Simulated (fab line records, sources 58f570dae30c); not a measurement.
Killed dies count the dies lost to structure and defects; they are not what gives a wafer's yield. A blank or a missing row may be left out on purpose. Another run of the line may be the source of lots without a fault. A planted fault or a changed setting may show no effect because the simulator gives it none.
Which tool did it? ; flow berkeley_cmos170 ; 45 wafers from 15 lots sampled at 2 of the route's 331 steps

## WHAT THE GAUGES SHOWED, per wafer
UCB170_WELLDRIVE_THK_MEAS_02. Usual: for WELLDRIVE_OXIDE_THK the level is 196 nm and the standard deviation is 3.6.
lot;measured;on;WELLDRIVE_OXIDE_THK (nm);flag
L965;day 4 05:29;film_metro-02;203 200 202;
L966;day 4 05:34;film_metro-02;198 198 202;
L967;day 4 10:21;film_metro-01;295 310 301;OFF
L968;day 4 13:20;film_metro-04;198 195 199;
L969;day 5 07:42;film_metro-02;308 303 302;OFF
L970;day 5 03:41;film_metro-01;195 196 194;
L974;day 5 18:52;film_metro-02;301 295 300;OFF
L977;day 6 18:22;film_metro-02;197 198 195;
L978;day 6 18:26;film_metro-02;192 191 192;
L981;day 7 01:57;film_metro-02;198 198 198;
L982;day 7 18:48;film_metro-04;196 198 198;
L984;day 7 18:50;film_metro-04;193 194 198;
L985;day 7 18:47;film_metro-02;195 196 200;
L986;day 7 18:47;film_metro-01;194 194 193;
L987;day 8 11:28;film_metro-02;193 191 191;

## EACH LOT AND THE TOOL THAT RAN IT (in order: tool; ch and the chambers of the sampled wafers; start)
lot;UCB170_WELLDRIVE_OXIDATION_01
L965;furnace-02 ch 0, day 4 01:59
L966;furnace-02 ch 0, day 4 01:59
L967;furnace-02 ch 0, day 4 01:59
L968;furnace-02 ch 0, day 4 09:50
L969;furnace-01 ch 0, day 5 00:05 and furnace-03 ch 0, day 5 04:06
L970;furnace-01 ch 0, day 5 00:05
L974;furnace-01 ch 0, day 5 10:55 and furnace-03 ch 0, day 5 15:18
L977;furnace-03 ch 0, day 6 14:52
L978;furnace-03 ch 0, day 6 14:52
L981;furnace-02 ch 0, day 6 22:26
L982;furnace-02 ch 0, day 7 15:16
L984;furnace-02 ch 0, day 7 15:16
L985;furnace-02 ch 0, day 7 15:16
L986;furnace-02 ch 0, day 7 15:16
L987;furnace-02 ch 0, day 8 07:58
- UCB170_WELLDRIVE_OXIDATION_01: target thk 199 nm, ox time 9000 s.

## AS READ BY THE TOOLS THEMSELVES (means over the sampled wafers that have a number; for cases with no such wafer, the mark the record gives instead)
The record holds no such reading with a usual standard deviation.

## THE ANSWER, worked out from the rows above alone
Rule: a lot is off if the mean of its wafers that have a number lies more than 3 standard deviations from the usual mean. Also off: a lot with no number at a reading for which 4 or more lots have one. Where the step has rows for the other lots, those lots are counted as sound. After the gauges, taken in route order, come the tools' own readings; for these a lot's mean is taken, as printed above. At the first step where some lot is off, the reading lying furthest off is the one used; lots without a number count as furthest.
Off: L967, L969, L974, seen at UCB170_WELLDRIVE_THK_MEAS_02 (WELLDRIVE_OXIDE_THK).
A tool fits if, at a process step before that reading, it ran every lot that is off, and no sound lot after the first of them. The gauges at UCB170_WELLDRIVE_THK_MEAS_02 are tried like those tools. Of those tried, none fits.

## WHAT HAD BEEN PUT IN BY THE SIMULATOR
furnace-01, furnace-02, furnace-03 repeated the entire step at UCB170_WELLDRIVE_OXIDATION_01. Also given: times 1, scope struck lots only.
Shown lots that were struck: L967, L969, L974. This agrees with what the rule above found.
